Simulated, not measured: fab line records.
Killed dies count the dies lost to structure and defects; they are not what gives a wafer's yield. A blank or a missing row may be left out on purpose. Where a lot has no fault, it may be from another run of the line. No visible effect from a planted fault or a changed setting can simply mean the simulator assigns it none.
Comparing a struck lot with a sound one :: flow rit_cmos :: 15 out of 202 route steps
Sound: the wafers L548.2, L548.3, L548.4. Wafers L562.3, L562.4, L562.6 were the ones struck. The cause comes at the end.
Per side, at each step with rows, come the tool, then ch with its chambers, and then its first start. Under that, the readings that differ: sound wafers :: struck wafers :: difference of the means :: sigmas: that difference in standard deviations of wafers without a fault.
alike: same words and numbers on both sides, and readings whose means sit less than 2 such deviations apart. not compared: any withheld reading, any reading some wafer has no value for, any bound like >300 that may hide the same value, and any number with overlapping values for which the record gives no deviation.
The two part at a step that has a row with sigmas, a row that says differs or no value, or rows on one side only. Non-overlapping numbers with no deviation appear without sigmas and do not part them. Lack of a reading on every wafer of one side parts them only where that side has two or more wafers.

first, 2 steps without rows for these wafers: RIT_ACTIVE_PEB_09; RIT_ACTIVE_DEVELOP_10 (develop time 50 s).
RIT_ACTIVE_CD_MEAS_11 targets a cd of 1400 nm.
  sound: cd_sem-01 at day 2 10:28; struck: cd_sem-01 at day 5 11:46
  alike: cd_nm
then, 1 step without rows for these wafers: RIT_ACTIVE_HARDBAKE_12 (time 60 s).
RIT_ACTIVE_ETCH_13: etches Si3N4 in SF6, stops on SiO2, time 210 s, target depth 210 nm.
  sound on rie_diel-01 ch 0,1,3, day 2 10:43; struck on rie_diel-02 ch 0,2, day 5 11:59
  alike: drypump_motor_current_A, oes_product_au, run_length_s, throttle_valve_pct
  not compared: rf_hours_counter_h
RIT_ACTIVE_STRIP_14: strips in O2, time 180 s.
  sound on plasma_asher-03 ch 0,1, day 2 10:50; struck on plasma_asher-04 ch 0,1, day 5 12:11
  alike: drypump_motor_current_A
  not compared: rf_hours_counter_h
RIT_ACTIVE_CD_MEAS_90 targets a cd of 1400 nm.
  sound: cd_sem-01 at day 2 11:02; struck: cd_sem-01 at day 5 12:20
  alike: cd_nm
then, 4 steps without rows for these wafers: RIT_ACTIVE_CLEAN_15 (cleans in SC1, time 600 s); RIT_ACTIVE_CLEAN_16 (cleans in dHF, time 30 s); RIT_ACTIVE_CLEAN_17 (cleans in SC2, time 600 s); RIT_FOX1_OXIDATION_00 (target thk 350.7 nm, ox time 1130 s).
RIT_FOX1_THK_MEAS_01:
  sound: film_metro-02 at day 2 12:50; struck: film_metro-04 at day 5 15:15
  alike: FOX1_OXIDE_THK
RIT_FOX1_WET_ETCH_02: etches SiO2 in BOE, target depth 350 nm, time 390 s.
  sound on wet_bench-02 ch 1, day 2 12:53; struck on wet_bench-02 ch 1, day 5 15:17
reading: run_length_s (s)
sound: 413 413 413
struck: 432 432 432
difference: +19
sigmas: +5
then, 1 step without rows for these wafers: RIT_FOX2_OXIDATION_00 (target thk 350.7 nm, ox time 1130 s).
RIT_M1_PROBE_99:
  sound: prober-01 at day 4 04:32; struck: prober-01 at day 7 15:16
  alike: killed_at_front_end, killed_dies, killed_open, killed_short

== WHERE THEY PART ==
At RIT_FOX1_WET_ETCH_02 and nowhere else, as far as this record goes. Later steps at which nothing parts them and some readings are alike: RIT_M1_PROBE_99.

WHY: what had been put in by the simulator
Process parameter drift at RIT_FOX1_WET_ETCH_02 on wet_bench-02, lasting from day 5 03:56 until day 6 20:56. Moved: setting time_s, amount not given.
